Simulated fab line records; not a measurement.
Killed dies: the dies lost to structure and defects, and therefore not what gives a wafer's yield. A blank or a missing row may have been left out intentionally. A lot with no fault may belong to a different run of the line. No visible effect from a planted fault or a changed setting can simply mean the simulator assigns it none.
Which tool is to blame?    flow ritCmos    Sampling: 15 lots, 45 wafers, 2 of 202 route steps

## WHAT THE GAUGES SHOWED, per wafer
RIT_NWELL_TW_MEAS_10.
lot   measured     on            NWELL_TW
L678  day 1 22:22  filmMetro-02  2136 2129 2128
L679  day 2 03:20  filmMetro-03  2110 2107 2116
L680  day 2 09:27  filmMetro-02  2150 2122 2137
L681  day 2 13:19  filmMetro-03  2099 2105 2098
L683  day 2 23:15  filmMetro-03  2105 2099 2105
L684  day 3 05:19  filmMetro-04  2090 2087 2099
L689  day 4 06:33  filmMetro-03  2029 2055 2048
L690  day 4 11:10  filmMetro-02  2060 2054 2066
L692  day 4 22:32  filmMetro-04  2031 2036 2030
L696  day 5 15:52  filmMetro-03  2105 2105 2106
L697  day 5 22:38  filmMetro-04  2095 2103 2088
L698  day 6 05:03  filmMetro-03  2094 2115 2113
L699  day 6 08:00  filmMetro-02  2152 2153 2144
L700  day 6 12:05  filmMetro-02  2159 2158 2150
L701  day 6 19:31  filmMetro-03  2107 2116 2117

## EACH LOT AND THE TOOL THAT RAN IT (in order: tool; ch and the chambers of the sampled wafers; start)
lot   RIT_NWELL_DEVELOP_05
L678  lithoTrack-02 ch 0, day 1 21:00
L679  lithoTrack-04 ch 0, day 2 02:00
L680  lithoTrack-04 ch 0, day 2 08:00
L681  lithoTrack-04 ch 0, day 2 12:00
L683  lithoTrack-04 ch 0, day 2 22:00
L684  lithoTrack-02 ch 0, day 3 04:00
L689  lithoTrack-04 ch 0, day 4 05:00
L690  lithoTrack-04 ch 0, day 4 10:00
L692  lithoTrack-04 ch 0, day 4 21:00
L696  lithoTrack-02 ch 0, day 5 15:00
L697  lithoTrack-02 ch 0, day 5 21:00
L698  lithoTrack-02 ch 0, day 6 04:00
L699  lithoTrack-01 ch 0, day 6 07:00
L700  lithoTrack-01 ch 0, day 6 11:00
L701  lithoTrack-02 ch 0, day 6 18:00
- RIT_NWELL_DEVELOP_05: develop time 68 s.

## WHAT THE TOOLS THEMSELVES READ (means of the sampled wafers that have a number; where no wafer has one, the mark that the record gives instead)
The record holds no such reading with a usual standard deviation.

## THE ANSWER, worked out from the rows above alone
Rule: the lots themselves supply what counts as usual. Put in order of their means at a reading, lots are off if they are a third of the lots or fewer, leave a main group of 4 or more, and stand apart from it by a gap of 3 or more times the standard deviation of the main group's means; of several such gaps the widest counts. The tables above print the reading to a certain number of digits; a main group whose means all agree to those digits is not used. Also off: a lot with no number at a reading for which 4 or more lots have one. All remaining lots with rows at the step are treated as sound. After the gauges, taken in route order, come the tools' own readings; for these a lot's mean is taken, as printed above. At the first step where some lot is off, the reading lying furthest off is the one used; lots without a number count as furthest.
No lot is off at any reading shown: from this, nothing can be told.

## WHAT HAD BEEN PUT IN BY THE SIMULATOR
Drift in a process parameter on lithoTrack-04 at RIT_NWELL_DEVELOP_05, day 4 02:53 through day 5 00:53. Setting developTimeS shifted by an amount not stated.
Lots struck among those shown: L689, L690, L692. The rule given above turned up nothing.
